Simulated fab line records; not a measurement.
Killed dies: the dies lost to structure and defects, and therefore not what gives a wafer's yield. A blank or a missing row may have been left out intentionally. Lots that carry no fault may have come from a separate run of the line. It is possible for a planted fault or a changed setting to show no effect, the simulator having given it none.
Which tool was responsible? | flow berkeley_cmos170 | 21 wafers from 7 lots sampled at 3 of the route's 331 steps

WHAT EACH GAUGE READ, for each wafer
UCB170_NVT_TW_MEAS_09.
lot  | measured    | on            | NVT_TW
L100 | day 6 10:34 | film_metro-03 | 516 516 516
L102 | day 6 19:28 | film_metro-03 | 518 518 517
L104 | day 7 10:17 | film_metro-01 | 521 521 523
L106 | day 7 10:16 | film_metro-03 | 513 515 513
L109 | day 7 17:08 | film_metro-02 | 519 518 520
L113 | day 8 09:16 | film_metro-01 | 521 524 524
L121 | day 9 22:14 | film_metro-02 | 522 522 522

WHAT TOOL EACH LOT RAN ON (gives the tool, then ch and the chambers of the sampled wafers, and finally the start)
lot  | UCB170_ACTIVE_ETCH_15             | UCB170_NVT_IMPLANT_07
L100 | rie_diel-03 ch 0,2,3, day 5 02:59 | implanter-01 ch 0, day 6 10:19
L102 | rie_diel-03 ch 1,2,3, day 5 12:41 | implanter-02 ch 0, day 6 19:13
L104 | rie_diel-03 ch 0,1,2, day 6 03:22 | implanter-01 ch 0, day 7 10:01
L106 | rie_diel-01 ch 1,2,3, day 6 06:20 | implanter-04 ch 0, day 7 10:01
L109 | rie_diel-01 ch 1,2,3, day 6 13:03 | implanter-04 ch 0, day 7 16:55
L113 | rie_diel-03 ch 0,1,2, day 7 05:17 | implanter-02 ch 0, day 8 09:02
L121 | rie_diel-01 ch 0,2, day 8 15:12   | implanter-01 ch 0, day 9 22:01
- UCB170_ACTIVE_ETCH_15: etches Si3N4 in CH3F/Ar/O2, stops on SiO2, target depth 242 nm, time 151 s.
- UCB170_NVT_IMPLANT_07

THE ANSWER, worked out from the rows above alone
Rule: the usual values come from the lots themselves. The widest of any qualifying gaps counts: lots, ordered by their means at a reading, are off when they make up no more than a third of the lots, leave a main group of 4 or more, and stand apart from it by 3 or more times the standard deviation of that group's means. Not used: any main group whose means are identical at the precision the tables above print for the reading. A lot without any number at a reading at which 4 lots or more have one is off too. Any other lot the step has rows for is counted as sound.
Nothing can be told from this: no lot is off at any reading shown.

WHAT WAS PUT IN BY THE SIMULATOR
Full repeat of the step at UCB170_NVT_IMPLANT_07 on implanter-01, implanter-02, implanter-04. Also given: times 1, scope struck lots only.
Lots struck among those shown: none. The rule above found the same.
